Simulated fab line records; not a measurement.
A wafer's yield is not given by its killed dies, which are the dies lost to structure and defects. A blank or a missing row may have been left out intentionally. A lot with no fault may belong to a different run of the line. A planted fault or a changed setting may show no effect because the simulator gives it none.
Which tool did it? + flow berkeley_cmos170 + Sampling: 7 lots, 21 wafers, 2 of 331 route steps

## WHAT THE GAUGES READ, wafer by wafer
UCB170_PVT_TW_MEAS_09.
| lot  | measured     | on            | PVT_TW            |
|------|--------------|---------------|-------------------|
| L484 | day 5 09:42  | film_metro-03 | 513.4 510.3 510.5 |
| L488 | day 6 06:10  | film_metro-03 | 509.5 509.4 509.1 |
| L490 | day 6 08:32  | film_metro-03 | 510.5 511.2 511.5 |
| L493 | day 7 08:28  | film_metro-03 | 510.2 508.2 509.0 |
| L501 | day 8 14:02  | film_metro-03 | 506.3 509.2 506.7 |
| L502 | day 9 10:29  | film_metro-03 | 507.6 510.9 510.2 |
| L505 | day 10 00:49 | film_metro-02 | 505.7 506.4 508.4 |

## EACH LOT AND THE TOOL THAT RAN IT (in order: tool; ch and the chambers of the sampled wafers; start)
| lot  | UCB170_PWELL_STRIP_16               |
|------|-------------------------------------|
| L484 | plasma_asher-02 ch 0,1, day 3 03:01 |
| L488 | plasma_asher-03 ch 0,1, day 3 19:28 |
| L490 | plasma_asher-02 ch 0,1, day 4 04:31 |
| L493 | plasma_asher-03 ch 0, day 5 01:46   |
| L501 | plasma_asher-01 ch 0,1, day 6 01:56 |
| L502 | plasma_asher-03 ch 0,1, day 6 19:47 |
| L505 | plasma_asher-03 ch 0,1, day 7 18:02 |
- UCB170_PWELL_STRIP_16: strips in O2.

## THE ANSWER, worked out from the rows above alone
Rule: the lots themselves supply what counts as usual. Put in order of their means at a reading, lots are off if they are a third of the lots or fewer, leave a main group of 4 or more, and stand apart from it by a gap of 3 or more times the standard deviation of the main group's means; of several such gaps the widest counts. A main group is skipped when, at the precision printed for the reading in the tables above, its means are all equal. A lot without any number at a reading at which 4 lots or more have one is off too. All remaining lots with rows at the step are treated as sound.
Nothing can be told from this: no lot is off at any reading shown.

## WHAT WAS PUT IN BY THE SIMULATOR
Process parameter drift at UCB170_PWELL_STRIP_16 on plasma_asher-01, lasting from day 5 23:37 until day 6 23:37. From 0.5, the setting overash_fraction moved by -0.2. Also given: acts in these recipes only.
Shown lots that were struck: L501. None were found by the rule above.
